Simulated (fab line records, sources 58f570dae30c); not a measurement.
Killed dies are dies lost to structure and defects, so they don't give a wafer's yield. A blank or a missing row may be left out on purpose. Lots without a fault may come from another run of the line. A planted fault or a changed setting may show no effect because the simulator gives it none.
A struck lot beside a sound one | flow berkeley_cmos170 | 21 steps out of a route of 331
Sound: wafers L683.1, L683.3, L683.5. Struck: wafers L687.1, L687.3, L687.6. The cause comes at the end.
At each step with rows: each side's tool, then ch and its chambers, then its first start. Under that, the readings that differ: sound wafers | struck wafers | difference of the means | sigmas: that difference in standard deviations of wafers without a fault.
alike: readings whose means differ by less than 2 such deviations, and words and numbers that are the same on both sides. not compared: withheld readings, readings that some wafer has no value for, bounds like >300 that may hide the same value, and numbers for which the record gives no deviation and whose values overlap.
The two part at a step that has a row with sigmas, a row that says differs or no value, or rows on one side only. Numbers that don't overlap but have no deviation are shown without sigmas and don't part them. A reading that every wafer of one side lacks parts them only if that side has two wafers or more.

UCB170_PSD_STRIP_09: strips in O2.
  sound on plasma_asher-03 ch 0,1, day 7 09:31; struck on plasma_asher-04 ch 0,1, day 8 02:55
  alike: chamber_pressure_mTorr, drypump_motor_current_A, oes_product_au, strip_time_to_endpoint_s
  not compared: rf_hours_counter_h
UCB170_PSD_TW_MEAS_10:
  sound on film_metro-02, day 7 09:37; struck on film_metro-02, day 8 03:01
  alike: PSD_TW
then, 7 steps without rows for these wafers: UCB170_PSD_CLEAN_11 (cleans in SPM, time 600 s); UCB170_NSD_HMDS_00 (prime time 60 s); UCB170_NSD_COAT_01 (resist thk 900 nm); UCB170_NSD_SOFTBAKE_02 (time 60 s); UCB170_NSD_EXPOSE_03 (exposes mask NSELECT MOD, target cd 1200 nm); UCB170_NSD_PEB_04; UCB170_NSD_DEVELOP_05 (develop time 45 s).
UCB170_NSD_CD_MEAS_06: target cd 1200 nm.
  sound on cd_sem-02, day 7 12:05; struck on cd_sem-02, day 8 04:41
  alike: cd_nm
UCB170_NSD_OVL_MEAS_07:
  sound on overlay-01, day 7 12:12; struck on overlay-01, day 8 04:48
  alike: NSD_OVL
then, 1 step without rows for these wafers: UCB170_NSD_IMPLANT_08.
UCB170_NSD_STRIP_09: strips in O2.
  sound on plasma_asher-02 ch 0, day 7 12:23; struck on plasma_asher-01 ch 0,1, day 8 04:59
  no value came back on the struck wafers for any of 5 readings (chamber_pressure_mTorr (mTorr), drypump_motor_current_A (A) and others); on the sound wafers chamber_pressure_mTorr (mTorr) reads 3501.7 3495.7 3498.7
  reading                              | sound | struck            | difference | sigmas
  model.KrF_of_NSD_COAT_01.thk_nm (nm) | 0 0 0 | 884.9 884.1 883.8 | +884.3     |
  not compared: rf_hours_counter_h
UCB170_NSD_TW_MEAS_10:
  sound on film_metro-04, day 7 12:29; struck on film_metro-02, day 8 05:05
  alike: NSD_TW
then, 4 steps without rows for these wafers: UCB170_NSD_CLEAN_11 (cleans in SPM, time 600 s); UCB170_BACKSIDE_HMDS_00 (prime time 60 s); UCB170_BACKSIDE_COAT_01 (resist thk 900 nm); UCB170_BACKSIDE_SOFTBAKE_02 (time 60 s).
UCB170_BACKSIDE_STRIP_03: strips in O2.
  sound on plasma_asher-04 ch 0,1, day 7 13:30; struck on plasma_asher-04 ch 0,1, day 8 06:15
  reading                      | sound             | struck            | difference | sigmas
  strip_time_to_endpoint_s (s) | 21.93 21.98 21.97 | 48.16 48.19 48.08 | +26.18     | +99 or more
  alike: chamber_pressure_mTorr, drypump_motor_current_A, oes_product_au
  not compared: rf_hours_counter_h
then, 2 steps without rows for these wafers: UCB170_BACKSIDE_CLEAN_04 (cleans in SPM, time 600 s); UCB170_M3_PROBE_99.

WHERE THEY PART
First at UCB170_NSD_STRIP_09; last, within this record, at UCB170_BACKSIDE_STRIP_03.

WHY: what the simulator had put in
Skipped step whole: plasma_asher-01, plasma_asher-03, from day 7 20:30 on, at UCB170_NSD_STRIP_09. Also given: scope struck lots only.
